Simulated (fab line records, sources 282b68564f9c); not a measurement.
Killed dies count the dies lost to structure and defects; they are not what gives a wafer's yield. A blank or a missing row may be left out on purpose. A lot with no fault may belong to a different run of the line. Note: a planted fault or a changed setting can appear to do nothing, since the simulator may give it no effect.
A lot that was struck, set against a sound lot    flow rit-cmos    15 out of 202 route steps
Sound: wafers L448.1, L448.3, L448.6. Struck: wafers L455.4, L455.5, L455.6. Last of all comes the cause.
Each step with rows lists, per side, the tool, then ch with its chambers, then its first start. Under that, the readings that differ: sound wafers    struck wafers    difference of the means    sigmas: that difference in standard deviations of wafers without a fault.
alike: readings with means less than 2 such deviations apart, plus words and numbers identical on both sides. not compared: withheld readings, readings lacking a value on some wafer, bounds such as >300 that could conceal the same value, and numbers that have no deviation in the record and whose values overlap.
Wherever a step has rows on one side only, a row that says differs or no value, or a row with sigmas, the two part there. Numbers that don't overlap but have no deviation are shown without sigmas and don't part them. A reading missing from all wafers of one side parts the sides only when that side holds two or more wafers.

first, 2 steps without rows for these wafers: RIT_NSD_PEB_04; RIT_NSD_DEVELOP_05 (develop time 50 s).
RIT_NSD_OVL_MEAS_06:
  sound: overlay-02 at day 3 14:14; struck: overlay-02 at day 5 03:53
  alike: NSD_OVL
then, 2 steps without rows for these wafers: RIT_NSD_HARDBAKE_07 (time 60 s); RIT_NSD_IMPLANT_08.
RIT_NSD_STRIP_09: strips in O2, time 180 s.
  sound on plasma-asher-03 ch 0,1, day 3 14:34; struck on plasma-asher-02 ch 0,1, day 5 04:15
  alike: drypump-motor-current-A
  not compared: rf-hours-counter-h
RIT_NSD_TW_MEAS_10:
  sound: film-metro-02 at day 3 14:45; struck: film-metro-02 at day 5 04:24
  alike: NSD_TW
then, 5 steps without rows for these wafers: RIT_PSD_HMDS_00 (prime time 60 s); RIT_PSD_COAT_01 (resist thk 1000 nm); RIT_PSD_SOFTBAKE_02 (time 60 s); RIT_PSD_EXPOSE_03 (exposes mask M10, target cd 40900 nm); RIT_PSD_PEB_04.
RIT_PSD_DEVELOP_05: develop time 50 s.
  sound on litho-track-04 ch 0, day 3 15:00; struck on litho-track-01 ch 0, day 5 05:00
reading               sound              struck             difference  sigmas
developer-temp-C (C)  22.85 23.01 23.03  23.96 23.82 23.84  +0.91       +8
RIT_PSD_OVL_MEAS_06:
  sound: overlay-01 at day 3 15:40; struck: overlay-01 at day 5 05:27
  alike: PSD_OVL
RIT_M1_PROBE_99:
  sound: prober-02 at day 4 00:14; struck: prober-01 at day 5 14:14
reading             sound  struck  difference  sigmas
killed-at-contacts  0 0 0  0 0 1   +0          +2
  alike: killed-at-front-end, killed-dies, killed-open, killed-short

WHERE THEY PART
First at RIT_PSD_DEVELOP_05; last, within this record, at RIT_M1_PROBE_99.

WHY: what the simulator had put in
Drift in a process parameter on litho-track-01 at RIT_PSD_DEVELOP_05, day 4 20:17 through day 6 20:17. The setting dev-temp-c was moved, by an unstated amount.
